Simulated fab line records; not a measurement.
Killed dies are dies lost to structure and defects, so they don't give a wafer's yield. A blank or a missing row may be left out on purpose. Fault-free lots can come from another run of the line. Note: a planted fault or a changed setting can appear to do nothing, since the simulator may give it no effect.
A struck lot beside a sound one ; flow berkeleyCmos170 ; 18 out of 331 route steps
Sound: these wafers, L850.4, L850.5, L850.6. Wafers struck: L860.2, L860.4, L860.5. The cause is named last.
For every step that has rows: the tool of each side, followed by ch and its chambers, followed by its first start. Under that, the readings that differ: sound wafers ; struck wafers ; difference of the means ; sigmas: that difference in standard deviations of wafers without a fault.
alike: readings with means less than 2 such deviations apart, plus words and numbers identical on both sides. not compared: withheld readings, readings lacking a value on some wafer, bounds such as >300 that could conceal the same value, and numbers that have no deviation in the record and whose values overlap.
The two part at a step that has a row with sigmas, a row that says differs or no value, or rows on one side only. Non-overlapping numbers with no deviation appear without sigmas and do not part them. A reading missing from all wafers of one side parts the sides only when that side holds two or more wafers.

first, 2 steps without rows for these wafers: UCB170_GATE_PEB_10; UCB170_GATE_DEVELOP_11 (develop time 45 s).
UCB170_GATE_CD_MEAS_12 targets a cd of 350 nm.
  struck on cdSem-01, day 9 15:32; sound on cdSem-02, day 7 21:04
  alike: cdNm
UCB170_GATE_OVL_MEAS_13:
  struck on overlay-01, day 9 15:38; sound on overlay-02, day 7 21:08
  alike: GATE_OVL
UCB170_GATE_ETCH_14: etches BARC in N2/H2.
  sound on rieDiel-04 ch 1,2,3, day 7 21:11; struck on rieDiel-04 ch 1,2,3, day 9 15:40
  alike: drypumpMotorCurrentA, oesProductAu, throttleValvePct
UCB170_GATE_ETCH_15: etches poly-Si in HBr/Cl2, stops on SiO2, time 56.3 s, target depth 278.2 nm.
  sound on rieSi-01 ch 0,1,3, day 7 21:12; struck on rieSi-01 ch 1,2, day 9 15:43
  alike: drypumpMotorCurrentA, oesProductAu, throttleValvePct
  not compared: rfHoursCounterH
UCB170_GATE_STRIP_16: strips in O2.
  sound on plasmaAsher-03 ch 0,1, day 7 21:17; struck on plasmaAsher-01 ch 0, day 9 15:46
  alike: drypumpMotorCurrentA, oesProductAu
  not compared: rfHoursCounterH
UCB170_GATE_CD_MEAS_90 targets a cd of 350 nm.
  struck on cdSem-01, day 9 16:08; sound on cdSem-02, day 7 21:25
  alike: cdNm
then, 4 steps without rows for these wafers: UCB170_GATE_CLEAN_17 (cleans in SPM, time 600 s); UCB170_PLDD_HMDS_00 (prime time 60 s); UCB170_PLDD_COAT_01 (resist thk 900 nm); UCB170_PLDD_SOFTBAKE_02 (time 60 s).
UCB170_PLDD_EXPOSE_03: exposes mask PSELECT, target cd 1200 nm.
  sound on krfScanner-01 ch 0, day 7 22:09; struck on krfScanner-02 ch 0, day 9 16:55
reading;sound;struck;difference;sigmas
exposureDoseMJCm2;29.943 29.995 29.993;33.332 33.274 33.277;+3.317;+99 or more
  alike: mask
then, 2 steps without rows for these wafers: UCB170_PLDD_PEB_04; UCB170_PLDD_DEVELOP_05 (develop time 45 s).
UCB170_PLDD_CD_MEAS_06 targets a cd of 1200 nm.
  struck on cdSem-01, day 9 17:41; sound on cdSem-02, day 7 22:47
reading;sound;struck;difference;sigmas
cdNm (nm);1199.9 1198.8 1198.6;1218.5 1217.1 1219.0;+19.1;+15
UCB170_PLDD_OVL_MEAS_07:
  struck on overlay-02, day 9 17:48; sound on overlay-01, day 7 22:52
  alike: PLDD_OVL
then, 1 step without rows for these wafers: UCB170_M3_PROBE_99.

== WHERE THEY PART ==
First at UCB170_PLDD_EXPOSE_03; last, within this record, at UCB170_PLDD_CD_MEAS_06. Later steps at which nothing parts them and some readings are alike: UCB170_PLDD_OVL_MEAS_07.

WHY: whatever the simulator had introduced
Process parameters drifting: krfScanner-02 at UCB170_PLDD_EXPOSE_03, beginning at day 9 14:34. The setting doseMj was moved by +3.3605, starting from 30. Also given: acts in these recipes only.
